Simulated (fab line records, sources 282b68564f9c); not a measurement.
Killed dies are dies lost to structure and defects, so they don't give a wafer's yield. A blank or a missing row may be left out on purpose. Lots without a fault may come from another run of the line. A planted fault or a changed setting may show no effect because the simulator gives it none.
Which tool did it? | flow rit_cmos | 14 lots, 42 wafers sampled, at 7 steps of a route of 202

WHAT THE GAUGES READ, wafer by wafer
RIT_FOX2_THK_MEAS_01. Usual: FOX2_OXIDE_THK 349 nm, standard deviation 7.8.
lot  | measured    | on            | FOX2_OXIDE_THK (nm) | flag
L664 | day 1 20:07 | film_metro-02 | 355 349 362         |
L665 | day 1 23:29 | film_metro-03 | 354 361 350         |
L666 | day 2 05:19 | film_metro-04 | 353 343 347         |
L669 | day 2 20:29 | film_metro-02 | 366 364 360         |
L671 | day 3 06:25 | film_metro-03 | 333 335 338         |
L672 | day 3 12:33 | film_metro-03 | 347 348 355         |
L673 | day 3 20:46 | film_metro-03 | 352 356 354         |
L677 | day 4 13:07 | film_metro-03 | 382 385 384         | OFF
L678 | day 4 17:12 | film_metro-02 | 385 384 383         | OFF
L681 | day 5 08:15 | film_metro-03 | 396 394 391         | OFF
L682 | day 5 15:42 | film_metro-03 | 344 351 351         |
L683 | day 5 18:49 | film_metro-02 | 350 353 353         |
L685 | day 6 05:17 | film_metro-04 | 354 349 355         |
L687 | day 6 15:02 | film_metro-03 | 347 352 351         |

RIT_FOX2_THK_MEAS_90. Usual: FIELD_OXIDE_LEFT_1_THK 322 nm, standard deviation 7.9.
lot  | measured    | on            | FIELD_OXIDE_LEFT_1_THK (nm) | flag
L664 | day 1 21:02 | film_metro-03 | 328 322 335                 |
L665 | day 2 01:19 | film_metro-03 | 326 333 323                 |
L666 | day 2 06:57 | film_metro-03 | 325 315 319                 |
L669 | day 2 21:26 | film_metro-03 | 339 337 332                 |
L671 | day 3 07:22 | film_metro-03 | 305 308 310                 |
L672 | day 3 13:29 | film_metro-03 | 320 320 328                 |
L673 | day 3 21:38 | film_metro-03 | 325 329 327                 |
L677 | day 4 14:04 | film_metro-04 | 354 357 356                 | OFF
L678 | day 4 18:05 | film_metro-02 | 358 357 356                 | OFF
L681 | day 5 09:53 | film_metro-03 | 369 367 364                 | OFF
L682 | day 5 17:20 | film_metro-03 | 317 324 323                 |
L683 | day 5 19:51 | film_metro-02 | 322 326 325                 |
L685 | day 6 06:10 | film_metro-02 | 326 322 327                 |
L687 | day 6 16:41 | film_metro-03 | 319 325 324                 |

RIT_PWELL_TW_MEAS_10. Usual: PWELL_TW 956, standard deviation 11.
lot  | measured    | on            | PWELL_TW    | flag
L664 | day 2 00:23 | film_metro-03 | 973 974 978 |
L665 | day 2 04:37 | film_metro-04 | 948 947 938 |
L666 | day 2 10:31 | film_metro-03 | 978 974 970 |
L669 | day 3 00:48 | film_metro-03 | 969 972 966 |
L671 | day 3 10:39 | film_metro-01 | 944 946 948 |
L672 | day 3 16:52 | film_metro-01 | 940 946 943 |
L673 | day 4 01:00 | film_metro-01 | 952 950 952 |
L677 | day 4 17:11 | film_metro-01 | 948 954 951 |
L678 | day 4 21:16 | film_metro-01 | 950 950 950 |
L681 | day 5 13:15 | film_metro-01 | 952 951 951 |
L682 | day 5 20:49 | film_metro-03 | 975 966 968 |
L683 | day 5 23:20 | film_metro-01 | 955 952 951 |
L685 | day 6 09:30 | film_metro-04 | 940 945 942 |
L687 | day 6 20:05 | film_metro-03 | 967 965 970 |

RIT_FOX2_THK_MEAS_91. Usual: FIELD_OXIDE_LEFT_2_THK 254 nm, standard deviation 7.9.
lot  | measured    | on            | FIELD_OXIDE_LEFT_2_THK (nm) | flag
L664 | day 2 10:08 | film_metro-03 | 260 254 268                 |
L665 | day 2 14:26 | film_metro-04 | 258 265 254                 |
L666 | day 2 20:55 | film_metro-02 | 257 247 250                 |
L669 | day 3 10:05 | film_metro-03 | 271 270 264                 |
L671 | day 3 19:51 | film_metro-02 | 236 239 242                 |
L672 | day 4 02:09 | film_metro-02 | 252 252 260                 |
L673 | day 4 09:55 | film_metro-03 | 256 260 258                 |
L677 | day 5 02:34 | film_metro-03 | 286 290 288                 | OFF
L678 | day 5 07:47 | film_metro-04 | 290 289 288                 | OFF
L681 | day 5 22:43 | film_metro-03 | 301 299 296                 | OFF
L682 | day 6 05:51 | film_metro-04 | 249 256 255                 |
L683 | day 6 09:00 | film_metro-03 | 254 258 257                 |
L685 | day 6 19:31 | film_metro-03 | 258 253 258                 |
L687 | day 7 05:27 | film_metro-03 | 251 256 256                 |

RIT_REOX_THK_MEAS_04. Usual: REOX_OXIDE_THK 25.0 nm, standard deviation 0.51.
lot  | measured    | on            | REOX_OXIDE_THK (nm) | flag
L664 | day 2 20:36 | film_metro-04 | 24.4 23.9 24.5      |
L665 | day 2 23:02 | film_metro-04 | 25.7 25.6 25.7      |
L666 | day 3 07:40 | film_metro-01 | 25.6 25.3 25.7      |
L669 | day 3 19:35 | film_metro-03 | 26.0 25.5 25.9      |
L671 | day 4 03:53 | film_metro-03 | 23.9 24.6 24.5      |
L672 | day 4 11:48 | film_metro-01 | 25.0 25.0 24.7      |
L673 | day 4 19:19 | film_metro-01 | 24.7 24.7 24.8      |
L677 | day 5 11:46 | film_metro-01 | 25.5 25.3 25.2      |
L678 | day 5 19:21 | film_metro-03 | 25.4 25.3 25.5      |
L681 | day 6 07:36 | film_metro-03 | 25.5 25.5 25.7      |
L682 | day 6 15:10 | film_metro-01 | 25.2 25.1 25.7      |
L683 | day 6 17:44 | film_metro-04 | 24.3 24.0 23.8      |
L685 | day 7 03:19 | film_metro-04 | 24.9 24.5 24.9      |
L687 | day 7 17:34 | film_metro-04 | 25.5 25.5 25.6      |

WHICH TOOL RAN EACH LOT (tool, then ch and the chambers of the sampled wafers, then the start)
lot  | RIT_FOX2_OXIDATION_00        | RIT_NWELL_STRIP_09
L664 | furnace-03 ch 0, day 1 18:47 | plasma_asher-02 ch 0, day 1 22:32
L665 | furnace-04 ch 0, day 1 22:10 | plasma_asher-03 ch 0, day 2 02:41
L666 | furnace-04 ch 0, day 2 04:00 | plasma_asher-03 ch 0,1, day 2 08:28
L669 | furnace-03 ch 0, day 2 19:10 | plasma_asher-02 ch 0,1, day 2 22:56
L671 | furnace-01 ch 0, day 3 05:07 | plasma_asher-01 ch 0, day 3 08:52
L672 | furnace-04 ch 0, day 3 11:13 | plasma_asher-03 ch 0,1, day 3 15:03
L673 | furnace-04 ch 0, day 3 19:27 | plasma_asher-02 ch 0,1, day 3 23:16
L677 | furnace-01 ch 0, day 4 11:47 | plasma_asher-01 ch 0,1, day 4 15:29
L678 | furnace-01 ch 0, day 4 15:52 | plasma_asher-01 ch 0,1, day 4 19:29
L681 | furnace-01 ch 0, day 5 06:56 | plasma_asher-01 ch 0,1, day 5 11:24
L682 | furnace-04 ch 0, day 5 14:22 | plasma_asher-03 ch 0,1, day 5 18:50
L683 | furnace-04 ch 0, day 5 17:26 | plasma_asher-01 ch 0,1, day 5 21:28
L685 | furnace-04 ch 0, day 6 03:59 | plasma_asher-02 ch 0,1, day 6 07:39
L687 | furnace-03 ch 0, day 6 13:43 | plasma_asher-02 ch 0,1, day 6 18:12
- RIT_FOX2_OXIDATION_00: target thk 350.7 nm, ox time 1130 s.
- RIT_NWELL_STRIP_09: strips in O2, time 180 s.

WHAT THE TOOLS THEMSELVES READ (means of the sampled wafers that have a number; where no wafer has one, the mark that the record gives instead)
RIT_FOX2_OXIDATION_00. Usual: spike_tc_centre_C 1103.3 C, standard deviation 1.2; spike_tc_load_C 1130.2 C, standard deviation 1.2; spike_tc_source_C 1123 C, standard deviation 3.4; tube_center_temp_C 1100 C, standard deviation 0.097; tube_center_temp_C_max 1102.8, standard deviation 0.42.
lot  | tool       | spike_tc_centre_C (C) | spike_tc_load_C (C) | spike_tc_source_C (C) | tube_center_temp_C (C) | tube_center_temp_C_max | flag
L664 | furnace-03 | 1102.6                | 1129.5              | 1117                  | 1100                   | 1102.8                 |
L665 | furnace-04 | 1104.8                | 1130.1              | 1125                  | 1100                   | 1102.8                 |
L666 | furnace-04 | 1104.9                | 1130.1              | 1125                  | 1100                   | 1103.0                 |
L669 | furnace-03 | 1101.9                | 1129.3              | 1117                  | 1100                   | 1102.9                 |
L671 | furnace-01 | 1103.0                | 1130.7              | 1122                  | 1100                   | 1103.0                 |
L672 | furnace-04 | 1103.6                | 1130.3              | 1125                  | 1100                   | 1102.7                 |
L673 | furnace-04 | 1103.8                | 1129.9              | 1125                  | 1100                   | 1102.4                 |
L677 | furnace-01 | 1127.4                | 1156.1              | 1147                  | 1125                   | 1128.1                 | OFF
L678 | furnace-01 | 1127.5                | 1156.6              | 1148                  | 1125                   | 1128.4                 | OFF
L681 | furnace-01 | 1127.9                | 1156.7              | 1147                  | 1125                   | 1127.8                 | OFF
L682 | furnace-04 | 1104.8                | 1130.5              | 1125                  | 1100                   | 1102.6                 |
L683 | furnace-04 | 1104.1                | 1128.5              | 1126                  | 1100                   | 1102.7                 |
L685 | furnace-04 | 1104.7                | 1130.3              | 1124                  | 1100                   | 1102.6                 |
L687 | furnace-03 | 1102.3                | 1129.5              | 1117                  | 1100                   | 1102.8                 |

RIT_NWELL_STRIP_09. Usual: drypump_motor_current_A 5.5 A, standard deviation 0.45.
lot  | tool            | drypump_motor_current_A (A) | flag
L664 | plasma_asher-02 | 6.2                         |
L665 | plasma_asher-03 | 5.2                         |
L666 | plasma_asher-03 | 5.3                         |
L669 | plasma_asher-02 | 5.5                         |
L671 | plasma_asher-01 | 6.1                         |
L672 | plasma_asher-03 | 5.3                         |
L673 | plasma_asher-02 | 5.6                         |
L677 | plasma_asher-01 | 5.4                         |
L678 | plasma_asher-01 | 5.8                         |
L681 | plasma_asher-01 | 5.4                         |
L682 | plasma_asher-03 | 5.3                         |
L683 | plasma_asher-01 | 5.4                         |
L685 | plasma_asher-02 | 5.5                         |
L687 | plasma_asher-02 | 5.6                         |

THE ANSWER, worked out from the rows above alone
Rule: a lot is off if the mean of its wafers that have a number lies more than 3 standard deviations from the usual mean. A lot without any number at a reading at which 4 lots or more have one is off too. The other lots that the step has rows for count as sound. The gauges are gone through in route order, then the tools' own readings, and for those a lot's mean is taken as printed above. The first step at which some lot is off is used, and at that step the reading that is off furthest; a lot without a number counts as furthest.
Off: L677, L678, L681, at RIT_FOX2_THK_MEAS_01 (FOX2_OXIDE_THK).
A tool fits if, at a process step before that reading, it ran every lot that is off, and no sound lot after the first of them. The gauges at RIT_FOX2_THK_MEAS_01 aren't tried: what is off there is off at RIT_FOX2_OXIDATION_00 too, on other tools, and a gauge's error can't cause that. One fits: furnace-01 at RIT_FOX2_OXIDATION_00. Its last sound lot is L671 (day 3 05:07), its first lot that is off L677 (day 4 11:47): a fault that began between those two fits.
The tool's own readings at RIT_FOX2_OXIDATION_00 bear it out: on the lots that are off they differ by more than 5 times the standard deviation of the sound lots' means. spike_tc_centre_C reads 1127.6 C there against 1103.7 C on the sound lots; spike_tc_load_C reads 1156.5 C there against 1129.9 C on the sound lots; spike_tc_source_C reads 1147 C there against 1123 C on the sound lots; tube_center_temp_C reads 1125 C there against 1100 C on the sound lots; tube_center_temp_C_max reads 1128.1 there against 1102.8 on the sound lots.

WHAT THE SIMULATOR HAD PUT IN
Process parameter drift: furnace-01, from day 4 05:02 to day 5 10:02, at RIT_FOX2_OXIDATION_00. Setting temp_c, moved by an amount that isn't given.
Lots struck among those shown: L677, L678, L681. The rule above found the same.
